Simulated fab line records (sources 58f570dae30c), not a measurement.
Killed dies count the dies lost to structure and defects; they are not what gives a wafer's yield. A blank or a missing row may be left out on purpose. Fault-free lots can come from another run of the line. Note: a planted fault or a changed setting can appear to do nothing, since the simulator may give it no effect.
fab line records ; flow berkeley_cmos170
[record] lots = 14; wafers = 42; last_day = 13
route steps=331 shown V1@268
lots with no fault: from the same line, run without faults
start_h: hours from the record's first day to the start of the lot's first wafer shown ; wait_h: hours from the lot's prior step to this one ; " identical to the entry in the row above ; L1.1+2: a single row standing in for several wafers ; - no value present, or no start provided ; * or withheld: withheld ; < > ~ a bound
route shown NAME@n: names a module that has steps shown in the file, with the first one's number in the route ; usual: mean/standard deviation taken from wafers without a fault ; same: alike in all rows ; chamber/n: place in a boat ; sites: the reading at each site ; _std_site: the values' standard deviation ; _edge_site: the outer-site mean with the inner-site mean subtracted ; radius_mm: for every site, how far away it sits from the centre of the wafer ; mask NAME#n: copy n ; behind: tool/chamber where the wafer was last shaped ; hold: why the lot was held/for how many hours/how that ended ; device: names the non-switching transistor (n, p or np) ; end of line: tests run on the same wafers once the route is complete ; a step with no rows: only its recipe ; killed: dies that structure and defects cost at the first sort, which is not the same as the wafer's yield ; map: the dies of a wafer, with x for killed, . for not killed, _ for no die there
set.NAME: the setting as run; set.NAME@STEP: as run at that earlier step ; model.NAME: the simulator's own value behind a step, which no gauge read
a sample of lots followed through the steps of the route, with each step as a table and each wafer as a row
services: the hour from which a tool's chamber was out of use, counted from the record's first day as start_h (under 0 if before that day), plus the number of hours and why
[[steps]]
[step UCB170_V1_ETCH_14]
[recipe] chemistry = CHF3/CF4/Ar; target = SiO2; stop_on = Al; CHF3_flow_sccm = 45; cf4_flow_sccm = 15; Ar_flow_sccm = 150; pressure_mtorr = 200; rf_w = 700; target_depth_a = 12500; over_etch_frac = 0.25; time_s = 291
[usual] drypump_motor_current_A = 5.7/0.32; oes_product_au = 0.877/0.011; rf_fwd_power_W = 698.2/2.2; throttle_valve_pct = 6.96/0.14
lot.wafer;tool;chamber;start_h;wait_h;drypump_motor_current_A;oes_product_au;rf_fwd_power_W;rf_hours_counter_h;throttle_valve_pct
L480.3;rie_diel-03;2;178.16;0.0;6.2;0.882;698.9;109;6.72
L480.5;rie_diel-03;1;178.16;0.0;5.7;0.871;696.9;-;6.98
L480.6;rie_diel-03;3;178.16;0.0;5.8;0.878;696.9;-;7.05
L479.1;rie_diel-02;2;180.16;0.0;5.6;0.870;699.8;36;6.84
L479.2;rie_diel-02;1;180.16;0.0;5.8;0.862;701.2;102;6.73
L479.5;rie_diel-02;0;180.16;0.0;5.2;0.891;700.5;-;6.91
L481.2;rie_diel-02;3;183.72;0.0;5.4;0.899;700.6;4;7.15
L481.3;rie_diel-02;0;183.72;0.0;5.2;0.879;698.4;81;6.91
L481.6;rie_diel-02;2;183.72;0.0;5.6;0.871;697.4;-;6.86
L482.1;rie_diel-03;0;198.74;0.0;6.4;0.869;696.8;113;7.12
L482.2;rie_diel-03;2;198.74;0.0;6.2;0.880;698.1;110;6.72
L482.4;rie_diel-03;1;198.74;0.0;5.7;0.870;695.1;123;6.97
L488.2;rie_diel-03;2;219.90;0.0;6.2;0.881;697.0;112;6.73
L488.3;rie_diel-03;0;219.90;0.0;6.4;0.876;975.5;114;7.12
L488.5;rie_diel-03;3;219.90;0.0;5.8;0.879;700.2;-;7.06
L491.2;rie_diel-03;0;224.73;0.0;6.5;0.863;979.9;115;7.11
L491.4;rie_diel-03;2;224.73;0.0;6.2;0.879;695.5;112;6.71
L491.6;rie_diel-03;2;224.73;0.0;6.2;0.881;694.4;-;6.72
L492.1;rie_diel-01;1;226.57;0.0;5.8;0.857;695.4;22;7.11
L492.3;rie_diel-01;0;226.57;0.0;6.0;0.876;696.4;113;6.95
L492.4;rie_diel-01;0;226.57;0.0;6.1;0.870;696.8;-;6.95
L497.3;rie_diel-02;3;254.33;0.0;5.4;0.891;701.6;7;7.17
L497.5;rie_diel-02;2;254.33;0.0;5.6;0.869;694.9;-;6.88
L497.6;rie_diel-02;3;254.33;0.0;5.4;0.896;696.6;-;7.14
L498.1;rie_diel-02;2;255.05;0.0;5.6;0.863;699.9;39;6.87
L498.2;rie_diel-02;1;255.05;0.0;5.8;0.871;699.4;104;6.74
L498.3;rie_diel-02;3;255.05;0.0;5.4;0.894;698.4;8;7.15
L494.1;rie_diel-01;2;255.17;0.0;5.8;0.878;694.8;1;7.04
L494.4;rie_diel-01;1;255.17;0.0;5.8;0.861;695.4;24;7.10
L494.5;rie_diel-01;0;255.17;0.0;6.0;0.867;699.2;-;6.94
L499.1;rie_diel-02;3;274.53;0.0;5.4;0.892;699.2;8;7.16
L499.2;rie_diel-02;0;274.53;0.0;5.2;0.887;697.9;85;6.91
L499.6;rie_diel-02;3;274.53;0.0;5.4;0.893;697.5;-;7.14
L500.3;rie_diel-02;2;276.23;0.0;5.6;0.867;697.7;40;6.86
L500.5;rie_diel-02;2;276.23;0.0;5.5;0.865;697.3;-;6.87
L500.6;rie_diel-02;1;276.23;0.0;5.8;0.866;698.0;-;6.72
L501.1;rie_diel-01;3;277.35;0.0;5.5;0.876;699.1;23;6.94
L501.4;rie_diel-01;3;277.35;0.0;5.4;0.882;700.3;-;6.95
L501.5;rie_diel-01;2;277.35;0.0;5.8;0.885;696.8;-;7.04
L502.1;rie_diel-02;3;291.55;0.0;5.4;0.899;702.1;9;7.16
L502.3;rie_diel-02;0;291.55;0.0;5.2;0.886;700.0;86;6.92
L502.4;rie_diel-02;2;291.55;0.0;5.6;0.873;698.9;41;6.85
[step UCB170_V1_STRIP_15]
[recipe] chemistry = O2; power_w = 400; pressure_mtorr = 3500; platen_temp_c = withheld; o2_flow_sccm = 400; overash_fraction = 0.5
[usual] drypump_motor_current_A = 5.6/0.36; oes_product_au = 0.722/0.0043; strip_time_to_endpoint_s = 15.33/0.14
lot.wafer;tool;chamber;start_h;wait_h;drypump_motor_current_A;oes_product_au;rf_hours_counter_h;strip_time_to_endpoint_s
L480.3;plasma_asher-04;0;178.37;0.1;5.8;0.721;-;15.48
L480.5;plasma_asher-04;1;178.37;0.1;5.4;0.723;-;15.23
L480.6;plasma_asher-04;0;178.37;0.1;5.7;0.713;-;15.49
L479.1;plasma_asher-04;0;180.34;0.1;5.8;0.718;46;15.27
L479.2;plasma_asher-04;1;180.34;0.1;5.4;0.722;46;15.19
L479.5;plasma_asher-04;0;180.34;0.1;5.8;0.722;-;15.36
L481.2;plasma_asher-02;0;183.89;0.1;5.7;0.719;36;15.47
L481.3;plasma_asher-02;0;183.89;0.1;5.7;0.720;-;15.41
L481.6;plasma_asher-02;0;183.89;0.1;5.7;0.729;-;15.31
L482.1;plasma_asher-01;0;198.92;0.1;4.9;0.721;50;15.41
L482.2;plasma_asher-01;1;198.92;0.1;5.6;0.720;50;15.52
L482.4;plasma_asher-01;1;198.92;0.1;5.5;0.730;-;15.15
L488.2;plasma_asher-04;0;220.08;0.1;5.8;0.717;51;15.40
L488.3;plasma_asher-04;1;220.08;0.1;5.3;0.721;-;14.08
L488.5;plasma_asher-04;1;220.08;0.1;5.3;0.722;-;15.37
L491.2;plasma_asher-04;0;224.90;0.1;5.8;0.724;52;14.12
L491.4;plasma_asher-04;0;224.90;0.1;5.8;0.722;-;15.36
L491.6;plasma_asher-04;0;224.90;0.1;5.7;0.720;-;15.31
L492.1;plasma_asher-02;1;226.75;0.1;6.1;0.718;40;15.29
L492.3;plasma_asher-02;1;226.75;0.1;6.1;0.724;-;15.42
L492.4;plasma_asher-02;0;226.75;0.1;5.7;0.728;-;15.42
L497.3;plasma_asher-04;0;254.54;0.1;5.8;0.723;-;15.53
L497.5;plasma_asher-04;1;254.54;0.1;5.3;0.726;-;15.20
L497.6;plasma_asher-04;0;254.54;0.1;5.8;0.715;-;15.52
L498.1;plasma_asher-04;0;255.23;0.1;5.7;0.721;55;15.16
L498.2;plasma_asher-04;1;255.23;0.1;5.3;0.718;55;15.36
L498.3;plasma_asher-04;0;255.23;0.1;5.7;0.719;-;15.64
L494.1;plasma_asher-02;1;255.35;0.1;6.1;0.728;43;15.22
L494.4;plasma_asher-02;1;255.35;0.1;6.1;0.721;-;15.27
L494.5;plasma_asher-02;0;255.35;0.1;5.7;0.723;-;15.44
L499.1;plasma_asher-02;0;274.71;0.1;5.7;0.721;46;15.49
L499.2;plasma_asher-02;1;274.71;0.1;6.2;0.720;46;15.48
L499.6;plasma_asher-02;0;274.71;0.1;5.7;0.724;-;15.49
L500.3;plasma_asher-02;0;276.44;0.1;5.7;0.727;-;15.27
L500.5;plasma_asher-02;0;276.44;0.1;5.7;0.723;-;15.21
L500.6;plasma_asher-02;1;276.44;0.1;6.1;0.720;-;15.21
L501.1;plasma_asher-02;1;277.53;0.1;6.2;0.722;46;15.23
L501.4;plasma_asher-02;0;277.53;0.1;5.7;0.719;-;15.15
L501.5;plasma_asher-02;1;277.53;0.1;6.2;0.724;-;15.27
L502.1;plasma_asher-04;1;291.73;0.1;5.4;0.725;58;15.49
L502.3;plasma_asher-04;0;291.73;0.1;5.7;0.713;-;15.48
L502.4;plasma_asher-04;1;291.73;0.1;5.4;0.717;-;15.37
[step UCB170_V1_CD_MEAS_90]
[recipe] target_cd_nm = 700
[usual] cd_nm = 700.6/1.8
lot.wafer;tool;chamber;start_h;wait_h;cd_nm
L480.3;cd_sem-01;-;178.48;0.1;699.5
L480.5;cd_sem-01;-;178.48;0.1;699.3
L480.6;cd_sem-01;-;178.48;0.1;699.3
L479.1;cd_sem-01;-;180.44;0.1;697.3
L479.2;cd_sem-01;-;180.44;0.1;698.1
L479.5;cd_sem-01;-;180.44;0.1;698.0
L481.2;cd_sem-01;-;184.01;0.1;700.8
L481.3;cd_sem-01;-;184.01;0.1;700.2
L481.6;cd_sem-01;-;184.01;0.1;698.3
L482.1;cd_sem-02;-;199.02;0.1;702.0
L482.2;cd_sem-02;-;199.02;0.1;700.9
L482.4;cd_sem-02;-;199.02;0.1;701.8
L488.2;cd_sem-02;-;220.20;0.1;700.7
L488.3;cd_sem-02;-;220.20;0.1;711.1
L488.5;cd_sem-02;-;220.20;0.1;704.4
L491.2;cd_sem-02;-;225.02;0.1;711.8
L491.4;cd_sem-02;-;225.02;0.1;701.9
L491.6;cd_sem-02;-;225.02;0.1;701.8
L492.1;cd_sem-02;-;226.86;0.1;701.0
L492.3;cd_sem-02;-;226.86;0.1;699.3
L492.4;cd_sem-02;-;226.86;0.1;698.9
L497.3;cd_sem-02;-;254.64;0.1;700.1
L497.5;cd_sem-02;-;254.64;0.1;700.8
L497.6;cd_sem-02;-;254.64;0.1;701.4
L498.1;cd_sem-02;-;255.33;0.1;699.8
L498.2;cd_sem-02;-;255.33;0.1;698.2
L498.3;cd_sem-02;-;255.33;0.1;699.6
L494.1;cd_sem-01;-;255.45;0.1;700.4
L494.4;cd_sem-01;-;255.45;0.1;700.8
L494.5;cd_sem-01;-;255.45;0.1;700.3
L499.1;cd_sem-01;-;274.81;0.1;698.8
L499.2;cd_sem-01;-;274.81;0.1;699.0
L499.6;cd_sem-01;-;274.81;0.1;698.3
L500.3;cd_sem-02;-;276.55;0.1;701.1
L500.5;cd_sem-02;-;276.55;0.1;701.4
L500.6;cd_sem-02;-;276.55;0.1;700.8
L501.1;cd_sem-02;-;277.63;0.1;701.3
L501.4;cd_sem-02;-;277.63;0.1;702.6
L501.5;cd_sem-02;-;277.63;0.1;699.9
L502.1;cd_sem-01;-;291.83;0.1;700.0
L502.3;cd_sem-01;-;291.83;0.1;700.7
L502.4;cd_sem-01;-;291.83;0.1;701.4
[[services]]
tool;chamber;start_h;hours;kind
plasma_asher-02;-;159.45;5.5;repair
rie_diel-03;2;161.19;4.4;repair
plasma_asher-02;-;171.19;3.6;repair
rie_diel-03;0;177.68;6.7;repair
rie_diel-02;0;184.24;3.6;repair
rie_diel-02;1;186.46;15.6;repair
plasma_asher-02;-;188.19;11.2;repair
plasma_asher-04;-;195.63;3.0;repair
rie_diel-03;-;208.42;0.4;repair
rie_diel-01;2;209.12;-;clean
rie_diel-01;2;209.12;21.4;scheduled_down
rie_diel-01;2;209.12;21.4;vent_cycle
rie_diel-03;-;247.09;2.8;pm
plasma_asher-04;-;261.34;14.6;pm
rie_diel-01;0;268.56;10.6;repair
rie_diel-02;-;280.84;2.8;pm
[[key]]
[first_sign] step = UCB170_V1_ETCH_14; reading = rf_fwd_power_W; direction = up; sigmas = 99+; usual = 698.2; struck = 977.7
[effect] step = UCB170_V1_STRIP_15; reading = strip_time_to_endpoint_s; direction = down; sigmas = 8.6; usual = *; struck = *
[effect] step = UCB170_V1_CD_MEAS_90; reading = cd_nm; direction = up; sigmas = 6.1; usual = 700.6; struck = 711.4
met_at UCB170_V1_ETCH_14
struck_lots L488,L491
struck_wafers L488.3,L491.2
sort_left_out L491.2
onset_between 198.74 219.90
[fault] kind = process_parameter_drift; tool = rie_diel-03; chamber = 0; onset_h = 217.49; steps = UCB170_V1_ETCH_14; channel = rf_w; offset = 280; shape = step; end_h = 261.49; acts_in = these_recipes_only; stated = 700
// sort_left_out: the simulated sort isn't trusted on such a fault, so these wafers' sort isn't shown, and their yield isn't known
